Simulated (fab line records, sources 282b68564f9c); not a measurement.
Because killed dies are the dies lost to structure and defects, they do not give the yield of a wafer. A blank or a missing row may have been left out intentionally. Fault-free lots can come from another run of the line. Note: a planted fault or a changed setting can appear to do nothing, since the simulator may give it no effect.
Which of the tools did it?    flow rit cmos    45 wafers from 15 lots sampled at 3 of the route's 202 steps

WHAT THE GAUGES READ, wafer by wafer
RIT_GATE_OVL_MEAS_17. Usual: GATE_OVL -0.3 nm, standard deviation 1.1.
lot   measured     on          GATE_OVL (nm)   flag
L947  day 2 14:41  overlay-02  0.7 1.1 0.2     
L949  day 3 03:14  overlay-01  1.1 0.8 -0.7    
L950  day 3 11:59  overlay-02  1.2 0.4 0.5     
L951  day 3 15:16  overlay-01  -1.6 -0.6 -1.2  
L953  day 4 00:46  overlay-01  0.5 0.8 0.6     
L955  day 4 11:52  overlay-02  -0.8 -0.1 -0.9  
L956  day 4 13:47  overlay-02  -0.1 -0.7 -0.5  
L961  day 5 18:01  overlay-01  0.7 1.8 0.4     
L962  day 5 19:59  overlay-01  -0.3 -1.6 -1.5  
L968  day 7 01:37  overlay-02  0.1 -1.5 -1.7   
L969  day 7 07:22  overlay-01  0.8 0.1 0.4     
L970  day 7 10:03  overlay-02  -0.7 1.0 0.7    

RIT_NLDD_OVL_MEAS_06. Usual: NLDD_OVL 0.1 nm, standard deviation 1.4.
lot   measured     on          NLDD_OVL (nm)   flag
L947  day 2 20:31  overlay-01  0.1 -0.1 2.4    
L949  day 3 09:53  overlay-01  0.3 2.1 1.2     
L950  day 3 16:30  overlay-02  -1.9 -1.0 -1.4  
L951  day 3 20:19  overlay-01  -1.4 -2.5 -2.1  
L953  day 4 05:14  overlay-01  -2.7 0.5 -2.9   
L955  day 4 18:32  overlay-02  1.2 0.3 1.1     
L956  day 4 18:39  overlay-01  -1.4 -0.3 -2.2  
L961  day 5 22:26  overlay-01  0.8 1.8 0.6     
L962  day 6 01:06  overlay-02  1.1 -0.2 0.0    
L968  day 7 07:32  overlay-02  0.6 -0.7 -0.3   
L969  day 7 11:57  overlay-01  -1.5 -1.8 -1.7  
L970  day 7 15:01  overlay-01  -1.0 0.2 -1.1   

WHAT TOOL EACH LOT RAN ON (gives the tool, then ch and the chambers of the sampled wafers, and finally the start)
lot   RIT_FOX2_OXIDATION_00
L947  furnace-01 ch 0, day 1 18:02
L949  furnace-03 ch 0, day 2 04:59
L950  furnace-04 ch 0, day 2 10:25
L951  furnace-04 ch 0, day 2 19:36
L953  furnace-03 ch 0, day 3 03:38
L955  furnace-03 ch 0, day 3 11:40
L956  furnace-03 ch 0, day 3 17:06
L958  furnace-01, day 4 02:23
L959  furnace-04, day 4 07:19
L960  furnace-04, day 4 11:49
L961  furnace-04 ch 0, day 4 19:48
L962  furnace-01 ch 0, day 5 00:16
L968  furnace-03 ch 0, day 6 04:07
L969  furnace-04 ch 0, day 6 09:15
L970  furnace-01 ch 0, day 6 15:08
- RIT_FOX2_OXIDATION_00: target thk 350.7 nm, ox time 1130 s.

AS READ BY THE TOOLS THEMSELVES (means over the sampled wafers that have a number; for cases with no such wafer, the mark the record gives instead)
RIT_FOX2_OXIDATION_00. Usual: ox temp c 1100.0 C, standard deviation 0.47; ox temp c max 1103.4, standard deviation 0.78; zone power load pct 46 %, standard deviation 4.4.
lot   tool        ox temp c (C)  ox temp c max  zone power load pct (%)  flag
L947  furnace-01  1100.1         1103.2         47                       
L949  furnace-03  1099.6         1103.1         41                       
L950  furnace-04  1100.2         1104.1         52                       
L951  furnace-04  1099.4         1102.6         51                       
L953  furnace-03  1100.4         1103.8         41                       
L955  furnace-03  1100.1         1103.9         40                       
L956  furnace-03  1100.0         1103.8         41                       
L958  furnace-01  -              -              -                        OFF
L959  furnace-04  -              -              -                        OFF
L960  furnace-04  -              -              -                        OFF
L961  furnace-04  1100.1         1104.1         52                       
L962  furnace-01  1100.1         1102.9         46                       
L968  furnace-03  1100.5         1103.7         41                       
L969  furnace-04  1099.7         1103.0         52                       
L970  furnace-01  1100.4         1103.4         46                       

THE ANSWER, worked out from the rows above alone
Rule: lot off if the mean of its wafers having a number is beyond 3 standard deviations from the usual mean. A lot without any number at a reading at which 4 lots or more have one is off too. Where the step has rows for the other lots, those lots are counted as sound. First the gauges in route order, then the tools' own readings, where a lot's mean is used as printed above. The first step at which some lot is off is used, and at that step the reading that is off furthest; a lot without a number counts as furthest.
Off: L958, L959, L960, at RIT_FOX2_OXIDATION_00 (ox temp c). Without a number there: L958, L959, L960.
A tool fits if, at that step or a process step before it, it ran every lot that is off, and no sound lot after the first of them. Not one of the candidates tried fits.

WHAT THE SIMULATOR HAD PUT IN
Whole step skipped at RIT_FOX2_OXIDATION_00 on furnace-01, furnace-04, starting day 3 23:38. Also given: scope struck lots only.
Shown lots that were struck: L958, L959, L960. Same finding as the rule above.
